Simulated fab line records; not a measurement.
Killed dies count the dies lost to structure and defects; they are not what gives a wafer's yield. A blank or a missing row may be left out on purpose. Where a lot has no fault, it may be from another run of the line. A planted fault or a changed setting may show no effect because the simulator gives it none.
Split-lot study + flow berkeley cmos170 + route with 331 steps; 5 lots, 23 wafers read

## ABOUT THE SPLIT
At UCB170_NSD_PEB_04, the setting peb temp c was moved away from the recipe's 130 C on 8 of the 23 wafers read, by -1.4% to +2.9%. All remaining wafers had this setting at the recipe value.

## BETWEEN THE SPLIT AND THE READING: the file shows 1 step in between
- UCB170_NSD_DEVELOP_05: develop time 45 s

## THE READING
cd nm at UCB170_NSD_CD_MEAS_06, given in nm (cd target 1200 nm). Fault-free wafers of this fab line usually give 1200.3 nm, standard deviation 1.2 nm.

| wafer  | tool, chamber at the split | peb temp c as run, C | against the recipe | cd nm, nm | against lot-mates on the recipe |
|--------|----------------------------|----------------------|--------------------|-----------|---------------------------------|
| L076.1 | litho track-01, 0          | 133.4                | +2.6%              | 1219.3    | +19.8                           |
| L076.2 | litho track-01, 0          | 130                  | recipe             | 1199.7    | -                               |
| L076.4 | litho track-01, 0          | 133.4                | +2.6%              | 1220.8    | +21.3                           |
| L076.5 | litho track-01, 0          | 130                  | recipe             | 1199.2    | -                               |
| L076.6 | litho track-01, 0          | 133.4                | +2.6%              | 1219.3    | +19.8                           |
| L074.2 | litho track-01, 0          | 130                  | recipe             | 1201.8    | -                               |
| L074.3 | litho track-01, 0          | 130                  | recipe             | 1201.4    | -                               |
| L074.5 | litho track-01, 0          | 130                  | recipe             | 1200.1    | -                               |
| L081.2 | litho track-02, 0          | 130                  | recipe             | 1201.6    | -                               |
| L081.3 | litho track-02, 0          | 130                  | recipe             | 1202.5    | -                               |
| L081.4 | litho track-02, 0          | 130                  | recipe             | 1202.0    | -                               |
| L081.5 | litho track-02, 0          | 128.2                | -1.4%              | 1189.4    | -12.6                           |
| L081.6 | litho track-02, 0          | 128.2                | -1.4%              | 1189.4    | -12.6                           |
| L080.1 | litho track-03, 0          | 130                  | recipe             | 1200.0    | -                               |
| L080.3 | litho track-03, 0          | 130                  | recipe             | 1200.8    | -                               |
| L080.4 | litho track-03, 0          | 130                  | recipe             | 1200.6    | -                               |
| L080.5 | litho track-03, 0          | 130                  | recipe             | 1200.4    | -                               |
| L080.6 | litho track-03, 0          | 130                  | recipe             | 1200.4    | -                               |
| L083.1 | litho track-02, 0          | 130                  | recipe             | 1200.9    | -                               |
| L083.2 | litho track-02, 0          | 133.8                | +2.9%              | 1221.8    | +21.3                           |
| L083.3 | litho track-02, 0          | 130                  | recipe             | 1200.0    | -                               |
| L083.5 | litho track-02, 0          | 133.8                | +2.9%              | 1220.7    | +20.2                           |
| L083.6 | litho track-02, 0          | 133.8                | +2.9%              | 1222.3    | +21.8                           |

THE FIT
A straight line over all 23 wafers: cd nm changes by +7.33 nm for each +1% of peb temp c; r = +1.00; the points scatter about the line by 0.93 nm.
The same after taking each lot's own level away (the mean of its wafers on the recipe; 23 wafers): +7.69 nm for each +1%; r = +1.00; scatter 0.89 nm.
The reading moves by 22 nm for the largest change in peb temp c, on that fit.
The lots' own levels span 1199.45 to 1202.03 nm, that is 2.2 times the standard deviation above.
The two slopes agree, so the slope changes little with the lot-to-lot level.
Check: +22.3 nm against its lot-mates is what the line predicts for one of the wafers moved furthest among these (+2.9%) when that wafer is left out of the fit. It came out at +21.3 nm against them.

## FURTHER SPLITS ON THESE WAFERS
Before the reading, these wafers also passed through other splits. Each is held against what the fit with the lots' levels taken away leaves over:
| other split on the same wafers   | wafers away from the commonest value | r with cd nm (lot level and that fit taken away) |
|----------------------------------|--------------------------------------|--------------------------------------------------|
| UCB170_NVT_COAT_01 resist thk nm | 4                                    | +0.13                                            |
| UCB170_PVT_COAT_01 spin rpm      | 4                                    | +0.17                                            |
| UCB170_PVT_IMPLANT_07 dose cm2   | 10                                   | +0.43                                            |
| UCB170_GATE_CVD_04 time s        | 18                                   | +0.07                                            |
| UCB170_PLDD_EXPOSE_03 dose mj    | 5                                    | +0.46                                            |
| UCB170_NLDD_EXPOSE_03 dose mj    | 7                                    | +0.38                                            |

## THE FILE'S OWN FIT
cd nm changes by +7.66 nm for each +1% of peb temp c, r = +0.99.
